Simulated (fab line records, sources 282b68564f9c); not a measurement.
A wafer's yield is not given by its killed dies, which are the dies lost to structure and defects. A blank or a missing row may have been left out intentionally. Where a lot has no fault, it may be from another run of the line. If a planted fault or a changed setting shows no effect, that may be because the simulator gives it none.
Struck lot and sound lot, side by side	flow rit cmos	17 steps out of a route of 202
Sound: these wafers, L286.3, L286.4, L286.5. Wafers L307.1, L307.3, L307.5 were the ones struck. Last of all comes the cause.
Each step with rows lists, per side, the tool, then ch with its chambers, then its first start. Under that, the readings that differ: sound wafers	struck wafers	difference of the means	sigmas: that difference in standard deviations of wafers without a fault.
alike: readings with means less than 2 such deviations apart, plus words and numbers identical on both sides. not compared: withheld readings, readings lacking a value on some wafer, bounds such as >300 that could conceal the same value, and numbers that have no deviation in the record and whose values overlap.
Wherever a step has rows on one side only, a row that says differs or no value, or a row with sigmas, the two part there. When numbers do not overlap yet have no deviation, they are printed without sigmas and do not part them. A reading missing from all wafers of one side parts the sides only when that side holds two or more wafers.

first, 2 steps without rows for these wafers: RIT_NRETRO_HARDBAKE_07 (time 120 s); RIT_NRETRO_IMPLANT_08.
RIT_NRETRO_STRIP_09: strips in O2, time 180 s.
  sound on plasma asher-01 ch 0,1, day 2 13:14; struck on plasma asher-04 ch 0,1, day 6 23:04
  alike: drypump motor current A
  not compared: rf hours counter h
RIT_NRETRO_TW_MEAS_10:
  struck on film metro-02, day 6 23:14; sound on film metro-02, day 2 13:23
  alike: NRETRO_TW
then, 6 steps without rows for these wafers: RIT_PRETRO_HMDS_00 (prime time 60 s); RIT_PRETRO_COAT_01 (resist thk 1300 nm); RIT_PRETRO_SOFTBAKE_02 (time 60 s); RIT_PRETRO_EXPOSE_03 (exposes mask M5, target cd 43700 nm); RIT_PRETRO_PEB_04; RIT_PRETRO_DEVELOP_05 (develop time 68 s).
RIT_PRETRO_OVL_MEAS_06:
  struck on overlay-02, day 7 00:11; sound on overlay-01, day 2 14:19
  alike: PRETRO_OVL
then, 1 step without rows for these wafers: RIT_PRETRO_HARDBAKE_07 (time 120 s).
RIT_PRETRO_IMPLANT_08:
  sound on implanter-03 ch 0, day 2 14:38; struck on implanter-02 ch 0, day 7 00:28
reading	sound	struck	difference	sigmas
beam on s (s)	9.75 9.84 10.18	12.29 12.50 12.24	+2.42	+13
end station pressure torr (Torr)	5.05e-06 5.45e-06 4.98e-06	0.00010048 9.595e-05 9.727e-05	+0.00009274	+99 or more
faraday current uA	39.1 38.8 37.7	31.3 30.7 31.4	-7.4	-10
RIT_PRETRO_STRIP_09: strips in O2, time 180 s.
  sound on plasma asher-04 ch 0,1, day 2 14:47; struck on plasma asher-04 ch 0,1, day 7 00:37
  alike: drypump motor current A
  not compared: rf hours counter h
RIT_PRETRO_TW_MEAS_10:
  struck on film metro-02, day 7 00:47; sound on film metro-03, day 2 14:56
reading	sound	struck	difference	sigmas
PRETRO_TW	483 482 482	515 515 514	+32	+8
then, 1 step without rows for these wafers: RIT_GATE_WET_ETCH_00 (etches SiO2 in BOE, target depth 56 nm, time 60 s).
RIT_M1_PROBE_99:
  struck on prober-01, day 8 04:20; sound on prober-02, day 3 19:20
reading	sound	struck	difference	sigmas
model.etest.nmos_0p3.r on ohm um	2109 2084 2094	2257 2233 2248	+150	
model.etest.nmos turned.drive ua um	337.9 344.9 336.9	296.6 298.6 291.2	-44.4	
model.etest.nmos_0p15.drive ua um	471.1 480 480.4	444.3 446.5 435.8	-35.0	
model.etest.nmos_0p3.drive ua um	231.6 229.2 230.3	214.7 213.9 210.1	-17.5	
model.etest.nmos narrow.drive ua um	221.8 229 228.9	216.6 214.6 210.1	-12.8	
model.etest.retro edge nmos.off log10 a um	-10.29 -9.75 -9.848	-10.69 -10.41 -10.67	-0.63	
model.etest.nmos_0p15.off log10 a um	-10.44 -9.916 -9.983	-10.8 -10.49 -10.76	-0.6	
model.etest.diode nplus pwell.bv v (V)	6.04 5.99 6.003	5.7 5.675 5.685	-0.3	
  alike: killed at front end, killed dies, killed open, killed short

WHERE THEY PART
First at RIT_PRETRO_IMPLANT_08; last, within this record, at RIT_PRETRO_TW_MEAS_10. Later steps at which nothing parts them and some readings are alike: RIT_M1_PROBE_99.

WHY: the cause the simulator had injected
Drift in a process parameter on implanter-02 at RIT_PRETRO_IMPLANT_08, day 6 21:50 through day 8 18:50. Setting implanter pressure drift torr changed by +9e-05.
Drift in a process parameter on implanter-02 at RIT_PRETRO_IMPLANT_08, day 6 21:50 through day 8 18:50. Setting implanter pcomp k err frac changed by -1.
